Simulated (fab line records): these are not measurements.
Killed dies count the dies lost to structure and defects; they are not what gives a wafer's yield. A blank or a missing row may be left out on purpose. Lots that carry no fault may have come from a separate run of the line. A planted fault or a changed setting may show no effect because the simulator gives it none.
Comparing a struck lot with a sound one || flow rit-cmos || 14 out of 202 route steps
Sound: wafers L803.2, L803.3, L803.5. Wafers struck: L798.1, L798.5, L798.6. Last of all comes the cause.
Per side, at each step with rows, come the tool, then ch with its chambers, and then its first start. Under that, the readings that differ: sound wafers || struck wafers || difference of the means || sigmas: that difference in standard deviations of wafers without a fault.
alike: a reading whose means differ by less than 2 such deviations, as well as words and numbers matching on both sides. not compared: withheld readings; readings where some wafer has no value; bounds like >300 that might hide an equal value; numbers whose values overlap and for which the record gives no deviation.
A row with sigmas, a row that says differs or no value, or rows on one side alone: a step with any of these is where the two part. Numbers that have no deviation but don't overlap get no sigmas and don't part them. A reading missing from all wafers of one side parts the sides only when that side holds two or more wafers.

RIT_ACTIVE_BOW_MEAS_00:
  sound on film-metro-01 at day 4 08:01; struck on film-metro-04 at day 3 07:00
  alike: INCOMING_BOW
then, 1 step without rows for these wafers: RIT_ACTIVE_OXIDATION_01 (target thk 46.8 nm, ox time 3360 s).
RIT_ACTIVE_THK_MEAS_02:
  sound on film-metro-02 at day 4 11:05; struck on film-metro-04 at day 3 10:02
  alike: ACTIVE_OXIDE_THK
then, 1 step without rows for these wafers: RIT_ACTIVE_CVD_03 (deposits Si3N4 from SiH2Cl2/NH3, target thk 150 nm, time 1500 s).
RIT_ACTIVE_THK_MEAS_04:
  sound on film-metro-01 at day 4 12:34; struck on film-metro-04 at day 3 11:31
  alike: ACTIVE_NITRIDE_THK
then, 5 steps without rows for these wafers: RIT_ACTIVE_HMDS_05 (prime time 60 s); RIT_ACTIVE_COAT_06 (resist thk 1000 nm); RIT_ACTIVE_SOFTBAKE_07 (time 60 s); RIT_ACTIVE_EXPOSE_08 (exposes mask M1, target cd 1400 nm); RIT_ACTIVE_PEB_09.
RIT_ACTIVE_DEVELOP_10: develop time 50 s.
  sound on litho-track-02 ch 0, day 4 13:00; struck on litho-track-01 ch 0, day 3 12:00
{"reading": "developer-temp-C (C)", "sound": "22.95 22.96 23.14", "struck": "20.61 20.71 20.59", "difference": -2.38, "sigmas": -25}
RIT_ACTIVE_CD_MEAS_11: the cd target is 1400 nm.
  sound on cd-sem-02 at day 4 13:29; struck on cd-sem-02 at day 3 12:33
{"reading": "cd-nm (nm)", "sound": "1401.9 1401.8 1402.4", "struck": "1394.7 1393.9 1392.8", "difference": -8.2, "sigmas": -4}
then, 2 steps without rows for these wafers: RIT_ACTIVE_HARDBAKE_12 (time 60 s); RIT_M1_PROBE_99.

== WHERE THEY PART ==
First at RIT_ACTIVE_DEVELOP_10; last, within this record, at RIT_ACTIVE_CD_MEAS_11.

WHY: what the simulator had put in
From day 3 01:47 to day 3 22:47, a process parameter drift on litho-track-01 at RIT_ACTIVE_DEVELOP_10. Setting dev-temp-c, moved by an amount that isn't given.
